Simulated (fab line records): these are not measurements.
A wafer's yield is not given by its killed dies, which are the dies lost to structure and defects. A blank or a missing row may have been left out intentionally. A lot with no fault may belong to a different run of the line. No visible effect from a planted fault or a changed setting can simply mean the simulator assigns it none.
A lot that was struck, set against a sound lot	flow rit-cmos	30 steps out of a route of 202
Sound: the wafers L960.1, L960.2, L960.6. Struck: wafer L953.4. (L953.1, L953.6 of the same lot were not struck and are left out.) The cause comes at the end.
For every step that has rows: the tool of each side, followed by ch and its chambers, followed by its first start. Under that, the readings that differ: sound wafers	struck wafers	difference of the means	sigmas: that difference in standard deviations of wafers without a fault.
alike: a reading whose means differ by less than 2 such deviations, as well as words and numbers matching on both sides. not compared: withheld readings; readings where some wafer has no value; bounds like >300 that might hide an equal value; numbers whose values overlap and for which the record gives no deviation.
A row with sigmas, a row that says differs or no value, or rows on one side alone: a step with any of these is where the two part. When numbers do not overlap yet have no deviation, they are printed without sigmas and do not part them. Lack of a reading on every wafer of one side parts them only where that side has two or more wafers.

first, 6 steps without rows for these wafers: RIT_SDANNEAL_RTA_03 (time 5 s); RIT_SILICIDE_WET_ETCH_00 (etches SiO2 in BOE, target depth 14 nm, time 15 s); RIT_SILICIDE_SPUTTER_01 (material Ti, target thk 30 nm, time 240 s); RIT_SILICIDE_RTA_04 (time 10 s, ramp up 5 s, ramp down 5 s); RIT_SILICIDE_WET_ETCH_05 (etches Ti in SPM, time 120 s); RIT_SILICIDE_RTA_06 (time 10 s, ramp up 5 s, ramp down 10 s).
RIT_CONTACT_CVD_00: deposits SiO2 from TEOS, target thk 400 nm, time 61 s.
  sound on pecvd-02 ch 1,2, day 7 02:56; struck on pecvd-04 ch 0, day 5 15:05
reading	sound	struck	difference	sigmas
model.SiO2_of_CONTACT_CVD_00.thk-nm (nm)	390.4 390.1 401.6	254.5	-139.5	
  alike: heater-power-w
RIT_CONTACT_THK_MEAS_01:
  sound: film-metro-02 at day 7 02:59; struck: film-metro-02 at day 5 15:08
reading	sound	struck	difference	sigmas
CONTACT_TEOS_THK (nm)	391 390 401	254	-140	-25
then, 7 steps without rows for these wafers: RIT_CONTACT_HMDS_02 (prime time 60 s); RIT_CONTACT_COAT_03 (resist thk 1000 nm); RIT_CONTACT_SOFTBAKE_04 (time 60 s); RIT_CONTACT_EXPOSE_05 (exposes mask M11, target cd 1000 nm); RIT_CONTACT_PEB_06; RIT_CONTACT_DEVELOP_07 (develop time 120 s); RIT_CONTACT_HARDBAKE_10 (time 60 s).
RIT_CONTACT_ETCH_11: etches SiO2 in CHF3/CF4/Ar, stops on TiSi2, target depth 480 nm, time 320 s.
  sound on rie-diel-01 ch 0,2,3, day 7 04:26; struck on rie-diel-03 ch 3, day 5 16:31
reading	sound	struck	difference	sigmas
model.CONTACT.feature-depth-nm (nm)	390.4 390.1 401.6	254.5	-139.5	
model.etch.depth-nm (nm)	390.4 390.1 401.6	254.5	-139.5	
  alike: drypump-motor-current-A, mfc-ar-sccm, oes-product-au, throttle-valve-pct
  not compared: rf-hours-counter-h
then, 11 steps without rows for these wafers: RIT_CONTACT_STRIP_12 (strips in O2, time 180 s); RIT_CONTACT_CLEAN_13 (cleans in SC1, time 600 s); RIT_CONTACT_CLEAN_14 (cleans in SC2, time 600 s); RIT_M1_SPUTTER_00 (material Al, target thk 400 nm, time 500 s); RIT_M1_HMDS_03 (prime time 60 s); RIT_M1_COAT_04 (resist thk 1300 nm); RIT_M1_SOFTBAKE_05 (time 60 s); RIT_M1_EXPOSE_06 (exposes mask M12, target cd 2600 nm); RIT_M1_PEB_07; RIT_M1_DEVELOP_08 (develop time 68 s); RIT_M1_HARDBAKE_11 (time 120 s).
RIT_M1_METAL_ETCH_12: etches Al in Cl2/BCl3, stops on SiO2, time 165 s, target depth 600 nm.
  sound on rie-metal-01 ch 0,1, day 7 07:02; struck on rie-metal-03 ch 0, day 5 19:11
reading	sound	struck	difference	sigmas
model.SiO2_of_CONTACT_CVD_00.thk-nm (nm)	353.3 352.1 364.7	217.8	-138.9	
  alike: bcl3-flow-sccm, drypump-motor-current-A, oes-product-au, throttle-valve-pct
  not compared: rf-hours-counter-h
then, 1 step without rows for these wafers: RIT_M1_STRIP_13 (strips in nmp, time 600 s).
RIT_M1_PROBE_99:
  sound: prober-01 at day 7 09:17; struck: prober-02 at day 5 21:35
reading	sound	struck	difference	sigmas
model.etest.field-p-metal.vt-v (V)	-31.07 -30.43 -31.06	-22.59	+8.26	
model.etest.nmos_0p15.junction-log10-a-um	-13.56 -13.62 -13.8	-11.96	+1.70	
model.etest.nmos-narrow.off-log10-a-um	-13.26 -13.32 -13.33	-11.95	+1.35	
model.etest.nmos_0p3.off-log10-a-um	-13.13 -13.11 -13.26	-11.95	+1.22	
model.etest.gate-end-array.leak-log10-a-um	-13 -12.83 -13.11	-11.85	+1.13	
model.etest.contact-diode-array.leak-log10-a (angstrom)	-9.489 -9.603 -9.322	-8.521	+0.950	
model.etest.pmos_0p15.junction-log10-a-um	-13.9 -13.84 -13.62	-12.91	+0.88	
model.etest.antenna-contact.gate-log10-a-cm2	-6.509 -6.574 -6.634	-5.718	+0.854	
  alike: killed-at-front-end, killed-dies, killed-open, killed-short

## WHERE THEY PART
Only at RIT_CONTACT_THK_MEAS_01, as far as this record shows. Later steps at which nothing parts them and some readings are alike: RIT_CONTACT_ETCH_11, RIT_M1_METAL_ETCH_12, RIT_M1_PROBE_99.

WHY: what had been put in by the simulator
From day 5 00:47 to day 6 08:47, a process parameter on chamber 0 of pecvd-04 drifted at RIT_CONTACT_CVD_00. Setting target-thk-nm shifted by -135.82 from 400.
